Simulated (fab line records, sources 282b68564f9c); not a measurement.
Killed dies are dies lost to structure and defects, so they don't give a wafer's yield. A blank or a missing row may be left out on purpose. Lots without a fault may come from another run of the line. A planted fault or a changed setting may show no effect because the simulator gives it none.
fab line records | flow rit_cmos
record lots=13 wafers=39 last_day=7
route steps=202 shown CONTACT@179 M1@202
lots that met no fault: from a run of the same line without faults
start_h: hours from the record's first day to the start of the lot's first wafer shown | wait_h: hours since the lot's step before | " the same as in the row above | L1.1+2: a row that stands for several wafers | - no value, or no start given | * or withheld: withheld | < > ~ a bound
route shown NAME@n: a module of which the file shows steps, and the number in the route of the first | usual: mean/standard deviation of fault-free wafers | same: alike in all rows | chamber/n: place in a boat | sites: the reading at each site | _std_site: their standard deviation | _edge_site: outer sites' mean less inner sites' | radius_mm: how far each site lies from the wafer's centre | mask NAME#n: copy n | behind: the tool/chamber that last shaped the wafer | hold: why the lot was held/for how many hours/how that ended | device: the transistor (n, p or np) that didn't switch | end of line: the same wafers' tests at the end of the route | a step without rows: its recipe alone | killed: dies lost to structure and defects at the first sort, not the wafer's yield | map: a wafer's dies, x killed, . not, _ none there
set.NAME: the setting as run; set.NAME@STEP: as run at that earlier step | model.NAME: the simulator's own value behind a step, which no gauge read
steps of the route over a sample of lots; a table a step, a row a wafer
services: from which hour (start_h, from the record's first day; less than 0 if before it) a tool's chamber was out of use, for how many hours, and why
## steps
# step RIT_CONTACT_ETCH_11
# recipe target_depth_a=4800 over_etch_frac=0.2 stop_on=TiSi2 chemistry=CHF3/CF4/Ar target=SiO2 CHF3_flow_sccm=50 cf4_flow_sccm=10 Ar_flow_sccm=100 O2_flow_sccm=5 pressure_mtorr=100 rf_w=200 time_s=320
# usual drypump_motor_current_A=5.9/0.53 oes_product_au=0.991/0.011 over_etch_frac=0.2/0 rf_fwd_power_W=199.5/0.61 throttle_valve_pct=8.89/0.15
# columns lot.wafer tool chamber start_h wait_h drypump_motor_current_A oes_product_au over_etch_frac rf_fwd_power_W rf_hours_counter_h throttle_valve_pct
L560.2 rie_diel-04 0 77.09 0.1 6.6 0.982 0.2 199.9 50 8.99
L560.3 " 1 " " 6.2 1.013 0.2 200.0 159 8.91
L560.6 " 0 " " 6.6 0.983 0.2 199.4 - 8.98
L561.4 rie_diel-04 1 95.13 0.1 6.2 1.013 0.2 199.8 159 8.91
L561.5 " 3 " " 5.2 1.002 0.2 199.8 - 8.59
L561.6 " 2 " " 5.3 1.006 0.2 199.5 - 8.86
L562.3 rie_diel-01 3 95.24 0.1 6.4 0.978 0.2 198.7 67 8.83
L562.4 " 2 " " 5.0 0.993 0.2 200.0 7 8.91
L562.6 " 0 " " 6.3 0.986 0.2 199.1 - 8.92
L563.1 rie_diel-01 0 107.60 0.1 6.4 0.983 0.2 200.3 67 8.93
L563.4 " 2 " " 5.0 0.984 0.2 199.7 7 8.94
L563.6 " 3 " " 6.3 0.987 0.2 200.0 - 8.84
L565.2 rie_diel-03 3 107.74 0.1 6.5 0.969 0.2 200.2 144 8.76
L565.4 " 2 " " 5.4 0.995 0.2 199.0 7 9.03
L565.6 " 0 " " 5.9 0.991 0.2 199.3 - 9.22
L567.1 rie_diel-03 0 121.40 0.1 5.8 0.994 0.2 199.8 97 9.23
L567.3 " 3 " " 6.5 0.978 0.2 199.4 144 8.77
L567.4 " 2 " " 5.4 1.003 0.2 199.9 7 9.05
L568.1 rie_diel-04 0 121.55 0.1 6.6 0.984 0.2 200.1 51 8.99
L568.2 " 2 " " 5.3 1.001 0.2 199.0 94 8.88
L568.5 " 1 " " 6.2 1.000 0.2 199.2 - 8.92
L570.1 rie_diel-01 0 131.68 0.1 6.3 0.982 0.2 199.4 68 8.94
L570.5 " 3 " " 6.3 0.977 0.2 198.4 - 8.83
L570.6 " 2 " " 5.0 0.979 0.2 198.6 - 8.94
L573.3 rie_diel-01 2 140.50 0.1 5.0 0.979 0.2 198.8 7 8.93
L573.4 " 3 " " 6.4 0.989 0.2 199.8 68 8.83
L573.5 " 1 " " 5.8 0.987 0.2 200.0 - 8.82
L571.1 rie_diel-04 0 140.72 0.1 6.6 0.976 0.2 199.5 52 9.00
L571.4 " 3 " " 5.1 1.003 0.2 199.1 - 8.60
L571.6 " 1 " " 6.2 0.999 0.2 199.5 - 8.93
L578.3 rie_diel-01 3 158.43 0.1 6.3 0.972 0.7 197.8 68 8.84
L578.4 " 0 " " 6.3 0.981 0.2 199.2 69 8.93
L578.5 " 0 " " 6.3 0.986 0.2 199.7 - 8.94
L581.3 rie_diel-04 3 169.83 0.1 5.2 0.993 0.2 199.1 44 8.60
L581.5 " 3 " " 5.2 1.002 0.2 199.2 - 8.61
L581.6 " 2 " " 5.3 0.997 0.2 199.3 - 8.88
L582.1 rie_diel-03 3 172.63 0.1 6.5 0.972 0.2 199.5 145 8.77
L582.2 " 0 " " 5.9 0.992 0.2 199.4 98 9.23
L582.3 " 1 " " 5.5 1.010 0.2 199.2 148 8.85
# step RIT_M1_PROBE_99
# usual killed_at_contacts=0.1/0.25 killed_at_front_end=7/3.1 killed_dies=7/3.2 killed_open=3.3/2 killed_short=3.5/2
# same gross_dies=264 killed_at_M0_to_M3=0 killed_at_M4_up=0 killed_at_back_side=0 killed_at_other=0
# columns lot.wafer tool chamber start_h wait_h killed_at_contacts killed_at_front_end killed_dies killed_open killed_short
L560.2 prober-02 - 82.00 0.1 0 12 12 6 6
L560.3 prober-02 - 82.05 0.2 0 2 2 1 1
L560.6 prober-02 - 82.20 0.2 0 7 7 3 4
L562.3 prober-01 - 100.42 0.2 0 9 9 6 3
L562.4 prober-01 - 100.47 0.2 0 8 8 6 2
L562.6 prober-01 - 100.57 0.2 0 5 5 1 4
L561.4 prober-02 - 101.97 0.2 0 11 11 7 4
L561.5 prober-02 - 102.02 0.2 0 6 6 1 5
L561.6 prober-02 - 102.07 0.2 0 4 4 3 1
L565.2 prober-01 - 112.76 0.1 0 8 8 4 4
L565.4 prober-01 - 112.86 0.2 0 4 4 0 4
L565.6 prober-01 - 112.96 0.2 0 6 6 5 1
L563.1 prober-02 - 114.33 0.1 0 5 5 2 3
L563.4 prober-02 - 114.48 0.2 0 5 5 2 3
L563.6 prober-02 - 114.58 0.2 1 5 6 3 3
L567.1 prober-01 - 128.26 0.1 0 8 8 4 4
L567.3 prober-01 - 128.36 0.2 0 3 3 2 1
L567.4 prober-01 - 128.41 0.2 0 9 9 4 5
L568.1 prober-02 - 128.56 0.3 0 6 6 3 3
L568.2 prober-02 - 128.61 0.3 0 8 8 2 6
L568.5 prober-02 - 128.76 0.4 0 17 17 7 10
L570.1 prober-02 - 137.44 0.1 0 5 5 4 1
L570.5 prober-02 - 137.64 0.2 0 8 8 3 5
L570.6 prober-02 - 137.69 0.2 0 7 7 6 1
L571.1 prober-01 - 145.67 0.1 0 6 6 3 3
L571.4 prober-01 - 145.82 0.2 0 3 3 2 1
L571.6 prober-01 - 145.92 0.2 0 4 4 2 2
L573.3 prober-02 - 147.27 0.2 0 4 4 1 3
L573.4 prober-02 - 147.32 0.2 0 3 3 1 2
L573.5 prober-02 - 147.37 0.2 1 4 5 2 3
L578.3 prober-02 - 163.51 0.2 0 5 5 3 2
L578.4 prober-02 - 163.56 0.2 0 6 6 3 3
L578.5 prober-02 - 163.61 0.2 0 10 10 3 7
L581.3 prober-01 - 174.80 0.2 0 5 5 2 3
L581.5 prober-01 - 174.90 0.2 0 5 5 4 1
L581.6 prober-01 - 174.95 0.2 0 6 6 3 3
L582.1 prober-02 - 177.51 0.1 0 7 7 2 5
L582.2 prober-02 - 177.56 0.1 0 9 9 2 7
L582.3 prober-02 - 177.61 0.2 0 9 9 5 4
# killed by level:class
L560.2 FOX1:geometric_particle:open=3 GATE:geometric_particle:short=3 SILICIDE:geometric_particle:short=2 FOX2:geometric_particle:open=1 FOX2:geometric_particle:short=1 GATE:geometric_particle:open=1 SILICIDE:geometric_particle:open=1
L560.3 GATE:geometric_particle:open=1 REOX:geometric_particle:short=1
L560.6 REOX:geometric_particle:short=2 REOX:geometric_particle:open=2 FOX2:geometric_particle:short=1 GATE:geometric_particle:short=1 SILICIDE:geometric_particle:open=1
L562.3 FOX1:geometric_particle:open=2 REOX:geometric_particle:open=2 SPACER:geometric_particle:short=2 GATE:geometric_particle:open=1 GATE:geometric_particle:short=1 SPACER:geometric_particle:open=1
L562.4 SILICIDE:geometric_particle:open=2 FOX1:geometric_particle:open=1 FOX2:geometric_particle:open=1 GATE:geometric_particle:open=1 GATE:geometric_particle:short=1 REOX:geometric_particle:open=1 REOX:geometric_particle:short=1
L562.6 GATE:geometric_particle:short=3 SILICIDE:geometric_particle:open=1 SILICIDE:geometric_particle:short=1
L561.4 FOX1:geometric_particle:open=3 FOX2:geometric_particle:open=2 GATE:geometric_particle:open=2 FOX2:geometric_particle:short=1 GATE:geometric_particle:short=1 REOX:geometric_particle:short=1 SILICIDE:geometric_particle:short=1
L561.5 FOX1:geometric_particle:short=2 GATE:geometric_particle:short=2 REOX:geometric_particle:open=1 SILICIDE:geometric_particle:short=1
L561.6 FOX2:geometric_particle:open=1 FOX2:geometric_particle:short=1 GATE:geometric_particle:open=1 SPACER:geometric_particle:open=1
L565.2 GATE:geometric_particle:open=2 REOX:geometric_particle:short=2 FOX1:geometric_particle:short=1 REOX:geometric_particle:open=1 SPACER:geometric_particle:open=1 SILICIDE:geometric_particle:short=1
L565.4 FOX1:geometric_particle:short=1 REOX:geometric_particle:short=1 SPACER:geometric_particle:short=1 SILICIDE:geometric_particle:short=1
L565.6 FOX2:geometric_particle:open=2 SPACER:geometric_particle:open=2 GATE:geometric_particle:short=1 GATE:geometric_particle:open=1
L563.1 REOX:geometric_particle:short=3 GATE:geometric_particle:open=1 SILICIDE:geometric_particle:open=1
L563.4 FOX2:geometric_particle:short=1 FOX2:geometric_particle:open=1 GATE:geometric_particle:open=1 REOX:geometric_particle:short=1 SILICIDE:geometric_particle:short=1
L563.6 GATE:geometric_particle:short=2 FOX1:geometric_particle:short=1 GATE:geometric_particle:open=1 SILICIDE:geometric_particle:open=1 CONTACT:geometric_particle:open=1
L567.1 FOX1:geometric_particle:short=2 GATE:geometric_particle:open=2 FOX1:geometric_particle:open=1 REOX:geometric_particle:short=1 REOX:geometric_particle:open=1 SILICIDE:geometric_particle:short=1
L567.3 SPACER:geometric_particle:short=1 SPACER:geometric_particle:open=1 SILICIDE:geometric_particle:open=1
L567.4 GATE:geometric_particle:short=3 SPACER:geometric_particle:open=2 FOX2:geometric_particle:open=1 GATE:geometric_particle:open=1 REOX:geometric_particle:short=1 SPACER:geometric_particle:short=1
L568.1 GATE:geometric_particle:open=2 REOX:geometric_particle:short=2 FOX1:geometric_particle:open=1 GATE:geometric_particle:short=1
L568.2 FOX2:geometric_particle:short=2 GATE:geometric_particle:open=2 FOX1:geometric_particle:short=1 GATE:geometric_particle:short=1 REOX:geometric_particle:short=1 SILICIDE:geometric_particle:short=1
L568.5 SILICIDE:geometric_particle:short=5 GATE:geometric_particle:short=4 GATE:geometric_particle:open=4 SILICIDE:geometric_particle:open=2 FOX1:geometric_particle:short=1 FOX2:geometric_particle:open=1
L570.1 FOX1:geometric_particle:open=2 FOX1:geometric_particle:short=1 GATE:geometric_particle:open=1 SILICIDE:geometric_particle:open=1
L570.5 SPACER:geometric_particle:short=2 SILICIDE:geometric_particle:short=2 GATE:geometric_particle:open=1 GATE:geometric_particle:short=1 SPACER:geometric_particle:open=1 SILICIDE:geometric_particle:open=1
L570.6 GATE:geometric_particle:open=5 FOX1:geometric_particle:short=1 SILICIDE:geometric_particle:open=1
L571.1 SPACER:geometric_particle:short=2 SILICIDE:geometric_particle:open=2 FOX1:geometric_particle:open=1 REOX:geometric_particle:short=1
L571.4 GATE:geometric_particle:open=2 GATE:geometric_particle:short=1
L571.6 GATE:geometric_particle:short=2 FOX1:geometric_particle:open=1 GATE:geometric_particle:open=1
L573.3 SILICIDE:geometric_particle:short=2 GATE:geometric_particle:short=1 SPACER:geometric_particle:open=1
L573.4 FOX1:geometric_particle:open=1 FOX2:geometric_particle:short=1 REOX:geometric_particle:short=1
L573.5 FOX1:geometric_particle:short=1 FOX2:geometric_particle:open=1 GATE:geometric_particle:short=1 SPACER:geometric_particle:short=1 CONTACT:geometric_particle:open=1
L578.3 GATE:geometric_particle:open=2 FOX2:geometric_particle:short=1 REOX:geometric_particle:short=1 SPACER:geometric_particle:open=1
L578.4 SILICIDE:geometric_particle:short=3 REOX:geometric_particle:open=2 GATE:geometric_particle:open=1
L578.5 GATE:geometric_particle:short=3 FOX2:geometric_particle:open=2 REOX:geometric_particle:short=2 SPACER:geometric_particle:short=2 SPACER:geometric_particle:open=1
L581.3 REOX:geometric_particle:short=2 GATE:geometric_particle:short=1 REOX:geometric_particle:open=1 SILICIDE:geometric_particle:open=1
L581.5 SILICIDE:geometric_particle:open=3 FOX1:geometric_particle:open=1 FOX2:geometric_particle:short=1
L581.6 SILICIDE:geometric_particle:open=2 GATE:geometric_particle:open=1 REOX:geometric_particle:short=1 SPACER:geometric_particle:short=1 SILICIDE:geometric_particle:short=1
L582.1 GATE:geometric_particle:short=2 FOX1:geometric_particle:open=1 FOX2:geometric_particle:short=1 REOX:geometric_particle:short=1 SPACER:geometric_particle:short=1 SILICIDE:geometric_particle:open=1
L582.2 GATE:geometric_particle:short=4 REOX:geometric_particle:short=2 REOX:geometric_particle:open=2 FOX1:geometric_particle:short=1
L582.3 FOX1:geometric_particle:open=3 FOX1:geometric_particle:short=1 FOX2:geometric_particle:open=1 FOX2:geometric_particle:short=1 REOX:geometric_particle:short=1 SILICIDE:geometric_particle:open=1 SILICIDE:geometric_particle:short=1
## services
# columns tool chamber start_h hours kind
rie_diel-03 3 66.73 1.3 repair
rie_diel-04 2 74.04 16.5 repair
rie_diel-04 3 79.36 5.8 repair
rie_diel-04 1 96.45 - clean
rie_diel-04 1 96.45 17.8 scheduled_down
rie_diel-04 1 96.45 17.8 vent_cycle
rie_diel-01 2 109.64 9.8 repair
rie_diel-04 2 137.27 16.2 repair
rie_diel-03 2 167.20 6.1 repair
## key
first_sign step=RIT_CONTACT_ETCH_11 reading=over_etch_frac direction=up sigmas=99+ usual=0.2 struck=0.7
effect none on later readings
met_at RIT_CONTACT_ETCH_11
struck_lots L578
struck_wafers L578.3
tester_left_out L578
onset_between 140.50 158.43
fault kind=process_parameter_drift tool=rie_diel-01 chamber=3 onset_h=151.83 steps=RIT_CONTACT_ETCH_11 channel=over_etch_frac offset=0.5 shape=step end_h=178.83 stated=0.2
# tester_left_out: of these lots the tester's yield and bins aren't shown, on N5 and GAA mostly nor the transistor test; their killed dies are dies lost to structure and defects alone, not to doping, threshold or leakage, so they don't give the yield
